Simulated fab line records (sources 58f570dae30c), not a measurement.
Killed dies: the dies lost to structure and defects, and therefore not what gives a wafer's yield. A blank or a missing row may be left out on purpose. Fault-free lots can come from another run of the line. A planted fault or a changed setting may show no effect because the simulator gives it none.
The tool behind it: which one? + flow berkeleyCmos170 + 11 lots with 33 wafers sampled at 5 steps, on a route of 331 steps

WHAT EACH GAUGE READ, for each wafer
UCB170_NWELL_THK_MEAS_02. Usual: NWELL_OXIDE_THK typically reads 26.0 nm, with standard deviation 0.48.
| lot  | measured    | on           | NWELL_OXIDE_THK (nm) | flag |
|------|-------------|--------------|----------------------|------|
| L567 | day 1 19:14 | filmMetro-04 | 25.8 25.6 25.9       |      |
| L568 | day 2 03:49 | filmMetro-02 | 26.2 26.3 26.3       |      |
| L569 | day 2 12:47 | filmMetro-04 | 26.1 25.5 25.8       |      |
| L570 | day 2 17:40 | filmMetro-02 | 26.5 26.6 26.5       |      |
| L577 | day 3 22:57 | filmMetro-02 | 26.7 26.7 26.1       |      |
| L582 | day 4 23:56 | filmMetro-03 | 25.5 25.5 25.8       |      |
| L583 | day 5 06:35 | filmMetro-04 | 26.5 26.3 26.4       |      |
| L584 | day 5 11:08 | filmMetro-03 | 26.1 25.6 25.6       |      |
| L586 | day 5 20:24 | filmMetro-02 | 27.0 26.7 26.7       |      |
| L587 | day 6 06:02 | filmMetro-03 | 25.3 25.0 25.0       |      |
| L588 | day 6 06:02 | filmMetro-04 | 26.2 25.7 25.8       |      |

UCB170_WELLDRIVE_THK_MEAS_02. Usual: WELLDRIVE_OXIDE_THK typically reads 198 nm, with standard deviation 3.9.
| lot  | measured    | on           | WELLDRIVE_OXIDE_THK (nm) | flag |
|------|-------------|--------------|--------------------------|------|
| L567 | day 3 08:10 | filmMetro-02 | 201 199 200              |      |
| L568 | day 3 17:00 | filmMetro-02 | 205 204 208              |      |
| L569 | day 4 04:50 | filmMetro-02 | 200 201 201              |      |
| L570 | day 4 04:50 | filmMetro-04 | 203 201 200              |      |
| L577 | day 5 08:04 | filmMetro-04 | 245 243 246              | OFF  |
| L582 | day 6 15:07 | filmMetro-02 | 255 253 255              | OFF  |
| L583 | day 6 19:35 | filmMetro-01 | 195 196 202              |      |
| L584 | day 6 19:34 | filmMetro-02 | 200 193 196              |      |
| L586 | day 7 09:58 | filmMetro-01 | 198 204 200              |      |
| L587 | day 7 16:03 | filmMetro-02 | 195 194 195              |      |
| L588 | day 7 16:03 | filmMetro-04 | 198 200 202              |      |

UCB170_PVT_TW_MEAS_09. Usual: PVT_TW typically reads 510, with standard deviation 4.1.
| lot  | measured    | on           | PVT_TW      | flag |
|------|-------------|--------------|-------------|------|
| L567 | day 5 03:27 | filmMetro-03 | 508 506 506 |      |
| L568 | day 5 13:38 | filmMetro-03 | 508 507 507 |      |
| L569 | day 6 03:42 | filmMetro-03 | 508 505 506 |      |
| L570 | day 6 02:21 | filmMetro-03 | 508 509 505 |      |
| L577 | day 7 09:36 | filmMetro-02 | 513 519 518 |      |
| L582 | day 8 19:13 | filmMetro-02 | 517 515 515 |      |
| L583 | day 9 03:23 | filmMetro-03 | 507 504 506 |      |
| L584 | day 9 03:07 | filmMetro-02 | 512 511 514 |      |
| L586 | day 9 09:12 | filmMetro-03 | 505 506 504 |      |
| L587 | day 9 19:50 | filmMetro-03 | 506 505 509 |      |
| L588 | day 9 20:06 | filmMetro-03 | 505 506 506 |      |

UCB170_M3_CD_MEAS_15: the cd target is 700 nm. Usual: 700.5 nm for cdNm, sd 1.5.
| lot  | measured     | on       | cdNm (nm)         | flag |
|------|--------------|----------|-------------------|------|
| L567 | day 7 11:20  | cdSem-02 | 701.8 700.1 700.7 |      |
| L568 | day 7 14:11  | cdSem-01 | 700.5 697.9 698.3 |      |
| L569 | day 8 05:07  | cdSem-01 | 701.4 702.1 701.0 |      |
| L570 | day 8 05:58  | cdSem-02 | 698.8 698.5 699.3 |      |
| L577 | day 9 11:36  | cdSem-02 | 699.3 698.8 698.7 |      |
| L582 | day 10 22:55 | cdSem-02 | 703.6 703.4 703.4 |      |
| L583 | day 11 06:26 | cdSem-01 | 700.1 701.1 700.0 |      |
| L584 | day 11 11:29 | cdSem-02 | 700.8 701.4 702.5 |      |
| L586 | day 11 11:17 | cdSem-01 | 700.1 699.3 701.0 |      |
| L587 | day 11 18:44 | cdSem-02 | 703.1 703.1 703.6 |      |
| L588 | day 11 19:33 | cdSem-02 | 702.1 700.6 701.8 |      |

WHICH TOOL RAN EACH LOT (tool, then ch and the chambers of the sampled wafers, then the start)
| lot  | UCB170_WELLDRIVE_OXIDATION_01 |
|------|-------------------------------|
| L567 | furnace-03 ch 0, day 3 04:40  |
| L568 | furnace-03 ch 0, day 3 13:29  |
| L569 | furnace-03 ch 0, day 4 01:20  |
| L570 | furnace-03 ch 0, day 4 01:20  |
| L577 | furnace-01 ch 0, day 5 04:32  |
| L582 | furnace-01 ch 0, day 6 11:37  |
| L583 | furnace-04 ch 0, day 6 16:04  |
| L584 | furnace-04 ch 0, day 6 16:04  |
| L586 | furnace-03 ch 0, day 7 06:26  |
| L587 | furnace-04 ch 0, day 7 12:32  |
| L588 | furnace-04 ch 0, day 7 12:32  |
- UCB170_WELLDRIVE_OXIDATION_01: target thk 199 nm, ox time 9000 s.

WHAT THE TOOLS THEMSELVES READ (means of the sampled wafers that have a number; where no wafer has one, the mark that the record gives instead)
UCB170_WELLDRIVE_OXIDATION_01. Usual: spikeTcLoadC 1128.1 C, standard deviation 1; tubeCenterTempC 1100 C, standard deviation 0.1; zonePowerCentrePct 61 %, standard deviation 5.3; zonePowerLoadPct 40 %, standard deviation 3.9.
| lot  | tool       | spikeTcLoadC (C) | tubeCenterTempC (C) | zonePowerCentrePct (%) | zonePowerLoadPct (%) | flag |
|------|------------|------------------|---------------------|------------------------|----------------------|------|
| L567 | furnace-03 | 1128.0           | 1100                | 68                     | 45                   |      |
| L568 | furnace-03 | 1126.6           | 1100                | 68                     | 46                   |      |
| L569 | furnace-03 | 1129.0           | 1100                | 68                     | 46                   |      |
| L570 | furnace-03 | 1127.4           | 1100                | 68                     | 45                   |      |
| L577 | furnace-01 | 1128.7           | 1100                | 58                     | 39                   |      |
| L582 | furnace-01 | 1128.4           | 1100                | 58                     | 38                   |      |
| L583 | furnace-04 | 1128.0           | 1100                | 56                     | 37                   |      |
| L584 | furnace-04 | 1128.2           | 1100                | 56                     | 36                   |      |
| L586 | furnace-03 | 1128.2           | 1100                | 68                     | 45                   |      |
| L587 | furnace-04 | 1128.7           | 1100                | 56                     | 36                   |      |
| L588 | furnace-04 | 1127.7           | 1100                | 56                     | 36                   |      |

THE ANSWER, worked out from the rows above alone
Rule: a lot is off if the mean of its wafers that have a number lies more than 3 standard deviations from the usual mean. A lot without any number at a reading at which 4 lots or more have one is off too. The other lots that the step has rows for count as sound. After the gauges, taken in route order, come the tools' own readings; for these a lot's mean is taken, as printed above. At the first step where some lot is off, the reading lying furthest off is the one used; lots without a number count as furthest.
Off: L577, L582, seen at UCB170_WELLDRIVE_THK_MEAS_02 (WELLDRIVE_OXIDE_THK).
A tool fits if, at a process step before that reading, it ran every lot that is off, and no sound lot after the first of them. Those tools and the gauges at UCB170_WELLDRIVE_THK_MEAS_02 are tried in the same way. One fits: UCB170_WELLDRIVE_OXIDATION_01 on furnace-01. It ran no sound lot before its first lot that is off in this sample, so the start can't be narrowed down.

WHAT WAS PUT IN BY THE SIMULATOR
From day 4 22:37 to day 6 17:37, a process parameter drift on furnace-01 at UCB170_WELLDRIVE_OXIDATION_01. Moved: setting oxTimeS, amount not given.
Lots struck among those shown: L577, L582. The same result came from the rule above.
